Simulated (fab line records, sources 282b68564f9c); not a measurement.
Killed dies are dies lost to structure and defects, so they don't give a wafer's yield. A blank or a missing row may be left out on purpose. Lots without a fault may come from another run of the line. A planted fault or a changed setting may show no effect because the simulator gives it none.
fab line records | flow rit_cmos
record lots=6 wafers=18 last_day=7
route steps=202 shown GATE@76 FOX2@80 M1@202
lots that met no fault: from a run of the same line without faults
start_h: hours from the record's first day to the start of the lot's first wafer shown | wait_h: hours since the lot's step before | " the same as in the row above | L1.1+2: a row that stands for several wafers | - no value, or no start given | * or withheld: withheld | < > ~ a bound
route shown NAME@n: a module of which the file shows steps, and the number in the route of the first | usual: mean/standard deviation of fault-free wafers | same: alike in all rows | chamber/n: place in a boat | sites: the reading at each site | _std_site: their standard deviation | _edge_site: outer sites' mean less inner sites' | radius_mm: how far each site lies from the wafer's centre | mask NAME#n: copy n | behind: the tool/chamber that last shaped the wafer | hold: why the lot was held/for how many hours/how that ended | device: the transistor (n, p or np) that didn't switch | end of line: the same wafers' tests at the end of the route | a step without rows: its recipe alone | killed: dies lost to structure and defects at the first sort, not the wafer's yield | map: a wafer's dies, x killed, . not, _ none there
set.NAME: the setting as run; set.NAME@STEP: as run at that earlier step | model.NAME: the simulator's own value behind a step, which no gauge read
lots at some steps of the route; a table a step, a row a wafer
## steps
# step RIT_GATE_CLEAN_01
# recipe chemistry=SC1 mix=3:3:50 time_s=600 temp_c=75
# step RIT_GATE_CLEAN_02
# recipe chemistry=dHF dilution=50:1 time_s=30
# step RIT_GATE_CLEAN_03
# recipe chemistry=SC2 mix=3:3:50 time_s=600 temp_c=75 dry=n2_spin
# step RIT_GATE_CLEAN_04
# recipe chemistry=dHF dilution=50:1 time_s=60 dry=n2_spin
# step RIT_FOX2_THK_MEAS_91
# recipe reads=SiO2_of_FOX2_OXIDATION_00
# usual FIELD_OXIDE_LEFT_2_THK=254/6.7
# columns lot.wafer tool chamber start_h wait_h FIELD_OXIDE_LEFT_2_THK[nm]
L597.1 film_metro-01 - 37.35 0.0 251
L597.2 " - " " 250
L597.6 " - " " 244
L599.1 film_metro-03 - 48.57 0.0 259
L599.2 " - " " 257
L599.5 " - " " 264
L607.1 film_metro-03 - 87.83 0.0 247
L607.5 " - " " 240
L607.6 " - " " 243
L609.1 film_metro-01 - 98.74 0.0 246
L609.3 " - " " 250
L609.4 " - " " 245
L618.1 film_metro-03 - 143.49 0.0 268
L618.2 " - " " 266
L618.4 " - " " 259
L619.1 film_metro-03 - 150.18 0.0 256
L619.2 " - " " 251
L619.6 " - " " 253
# step RIT_GATE_OXIDATION_05
# recipe temp_c=900 ambient=O2 target_thk_a=30 ox_time_s=270
# step RIT_GATE_ANNEAL_06
# recipe temp_c=900 time_s=600 ambient=N2O
# step RIT_GATE_THK_MEAS_07
# recipe reads=SiO2_of_GATE_OXIDATION_05
# usual GATE_OXIDE_THK=2.98/0.062
# columns lot.wafer tool chamber start_h wait_h GATE_OXIDE_THK[nm]
L597.1 film_metro-03 - 39.48 0.0 3.03
L597.2 " - " " 3.01
L597.6 " - " " 3.03
L599.1 film_metro-01 - 53.02 0.0 2.89
L599.2 " - " " 3.06
L599.5 " - " " 2.97
L607.1 film_metro-03 - 90.19 0.0 2.98
L607.5 " - " " 2.94
L607.6 " - " " 2.93
L609.1 film_metro-03 - 100.13 0.0 2.95
L609.3 " - " " 2.96
L609.4 " - " " 2.97
L618.1 film_metro-03 - 148.92 0.0 2.89
L618.2 " - " " 2.90
L618.4 " - " " 2.84
L619.1 film_metro-04 - 152.42 0.0 2.97
L619.2 " - " " 2.95
L619.6 " - " " 2.95
# step RIT_GATE_CVD_08
# recipe material=poly-Si target_thk_nm=250 temp_c=610 precursor=SiH4 time_s=2220 pressure_mtorr=300 sih4_flow_sccm=100
# step RIT_GATE_THK_MEAS_09
# recipe reads=poly-Si_of_GATE_CVD_08
# usual GATE_POLY_THK=249.9/2.8
# columns lot.wafer tool chamber start_h wait_h GATE_POLY_THK[nm]
L597.1 film_metro-01 - 41.16 0.0 247.6
L597.2 " - " " 249.6
L597.6 " - " " 248.2
L599.1 film_metro-03 - 54.70 0.0 252.1
L599.2 " - " " 253.3
L599.5 " - " " 252.9
L607.1 film_metro-01 - 92.49 0.0 251.4
L607.5 " - " " 250.9
L607.6 " - " " 251.2
L609.1 film_metro-01 - 102.02 0.0 254.0
L609.3 " - " " 251.7
L609.4 " - " " 251.1
L618.1 film_metro-03 - 151.65 0.0 251.0
L618.2 " - " " 249.4
L618.4 " - " " 249.9
L619.1 film_metro-04 - 155.15 0.0 247.3
L619.2 " - " " 248.3
L619.6 " - " " 249.3
# step RIT_GATE_HMDS_10
# recipe prime_time_s=60 prime_temp_c=140
# step RIT_GATE_COAT_11
# recipe resist=NOVOLAK spin_rpm=4250 resist_thk_nm=850
# step RIT_GATE_SOFTBAKE_12
# recipe resist=NOVOLAK temp_c=90 time_s=60
# usual heater_power_total_W=34.56/0.052 plate_temp_C=89.97/0.13
# columns lot.wafer tool chamber start_h wait_h heater_power_total_W plate_temp_C
L597.1 litho_track-02 0 41.52 0.1 34.60 89.92
L597.2 " 0 " " 34.61 89.94
L597.6 " 0 " " 34.49 90.05
L599.1 litho_track-01 0 55.06 0.1 34.57 89.95
L599.2 " 0 " " 34.62 89.91
L599.5 " 0 " " 34.55 89.92
L607.1 litho_track-01 0 92.85 0.1 35.06 90.80
L607.5 " 0 " " 35.06 90.81
L607.6 " 0 " " 35.01 90.92
L609.1 litho_track-01 0 102.38 0.1 35.03 91.03
L609.3 " 0 " " 35.13 90.79
L609.4 " 0 " " 35.06 90.81
L618.1 litho_track-02 0 152.05 0.1 34.55 89.91
L618.2 " 0 " " 34.46 90.06
L618.4 " 0 " " 34.57 89.85
L619.1 litho_track-03 0 155.51 0.1 34.55 89.97
L619.2 " 0 " " 34.56 90.08
L619.6 " 0 " " 34.57 89.72
# step RIT_GATE_EXPOSE_13
# recipe mask_id=M6 na=0.6 source_shape=conventional sigma_outer=0.6 target_cd_nm=150 dose_mj=380
# step RIT_M1_PROBE_99
# usual killed_at_front_end=6.9/2.9 killed_dies=7.0/2.9 killed_on_rim=1.9/1.4 killed_open=3.4/2.1 killed_short=3.5/1.8
# same gross_dies=264 killed_at_M0_to_M3=0 killed_at_M4_up=0 killed_at_back_side=0 killed_at_contacts=0 killed_at_other=0
# columns lot.wafer tool chamber start_h wait_h killed_at_front_end killed_dies killed_on_rim killed_open killed_short
L597.1 prober-02 - 62.37 0.1 7 7 3 3 4
L597.2 prober-02 - 62.42 0.1 5 5 2 0 5
L597.6 prober-02 - 62.62 0.2 7 7 1 5 2
L599.1 prober-02 - 76.54 0.1 6 6 2 1 5
L599.2 prober-02 - 76.59 0.1 3 3 0 2 1
L599.5 prober-02 - 76.74 0.2 2 2 0 1 1
L607.1 prober-02 - 115.21 0.1 4 4 0 1 3
L607.5 prober-02 - 115.41 0.2 3 3 0 1 2
L607.6 prober-02 - 115.46 0.2 1 1 0 0 1
L609.1 prober-02 - 124.03 0.1 8 8 1 5 3
L609.3 prober-02 - 124.13 0.2 7 7 1 2 5
L609.4 prober-02 - 124.18 0.2 9 9 5 6 3
L618.1 prober-01 - 173.76 0.1 6 6 1 1 5
L618.2 prober-01 - 173.81 0.1 7 7 0 4 3
L618.4 prober-01 - 173.91 0.2 8 8 2 3 5
L619.1 prober-02 - 177.44 0.1 1 1 0 0 1
L619.2 prober-02 - 177.49 0.1 2 2 1 1 1
L619.6 prober-02 - 177.69 0.2 3 3 2 1 2
# killed by level:class
L597.1 SILICIDE:geometric_particle:open=2 GATE:geometric_particle:short=1 GATE:geometric_particle:open=1 REOX:geometric_particle:short=1 SPACER:geometric_particle:short=1 SILICIDE:geometric_particle:short=1
L597.2 GATE:geometric_particle:short=3 REOX:geometric_particle:short=1 SPACER:geometric_particle:short=1
L597.6 REOX:geometric_particle:open=2 GATE:geometric_particle:open=1 REOX:geometric_particle:short=1 SPACER:geometric_particle:open=1 SILICIDE:geometric_particle:short=1 SILICIDE:geometric_particle:open=1
L599.1 GATE:geometric_particle:short=3 SPACER:geometric_particle:short=1 SILICIDE:geometric_particle:open=1 SILICIDE:geometric_particle:short=1
L599.2 GATE:geometric_particle:open=1 REOX:geometric_particle:short=1 REOX:geometric_particle:open=1
L599.5 GATE:geometric_particle:open=1 GATE:geometric_particle:short=1
L607.1 GATE:geometric_particle:short=1 GATE:geometric_particle:open=1 REOX:geometric_particle:short=1 SPACER:geometric_particle:short=1
L607.5 REOX:geometric_particle:short=1 SPACER:geometric_particle:short=1 SILICIDE:geometric_particle:open=1
L607.6 REOX:geometric_particle:short=1
L609.1 GATE:geometric_particle:open=2 SILICIDE:geometric_particle:short=2 FOX2:geometric_particle:short=1 FOX2:geometric_particle:open=1 REOX:geometric_particle:open=1 SILICIDE:geometric_particle:open=1
L609.3 SILICIDE:geometric_particle:short=3 GATE:geometric_particle:short=2 GATE:geometric_particle:open=1 SILICIDE:geometric_particle:open=1
L609.4 GATE:geometric_particle:open=3 SPACER:geometric_particle:short=2 FOX1:geometric_particle:open=1 FOX2:geometric_particle:open=1 SPACER:geometric_particle:open=1 SILICIDE:geometric_particle:short=1
L618.1 FOX2:geometric_particle:short=2 FOX2:geometric_particle:open=1 GATE:geometric_particle:short=1 REOX:geometric_particle:short=1 SPACER:geometric_particle:short=1
L618.2 FOX1:geometric_particle:open=3 FOX1:geometric_particle:short=1 FOX2:geometric_particle:short=1 SPACER:geometric_particle:short=1 SILICIDE:geometric_particle:open=1
L618.4 GATE:geometric_particle:short=3 FOX1:geometric_particle:short=1 FOX1:geometric_particle:open=1 FOX2:geometric_particle:open=1 FOX2:geometric_particle:short=1 GATE:geometric_particle:open=1
L619.1 GATE:geometric_particle:short=1
L619.2 FOX2:geometric_particle:short=1 GATE:geometric_particle:open=1
L619.6 GATE:geometric_particle:open=1 GATE:geometric_particle:short=1 REOX:geometric_particle:short=1
## key
first_sign step=RIT_GATE_SOFTBAKE_12 reading=heater_power_total_W direction=up sigmas=9.6 usual=34.56 struck=35.06
effect step=RIT_GATE_SOFTBAKE_12 reading=plate_temp_C direction=up sigmas=6.9 usual=* struck=*
met_at RIT_GATE_SOFTBAKE_12
struck_wafers L607.1,L607.5,L607.6,L609.1,L609.3,L609.4
tester_left_out L607,L609
onset_between 55.06 92.85
fault kind=process_parameter_drift tool=litho_track-01 chamber=- onset_h=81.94 steps=RIT_GATE_SOFTBAKE_12 channel=temp_c offset=* shape=step end_h=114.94 acts_in=* stated=*
# tester_left_out: of these lots the tester's yield and bins aren't shown, on N5 and GAA mostly nor the transistor test; their killed dies are dies lost to structure and defects alone, not to doping, threshold or leakage, so they don't give the yield
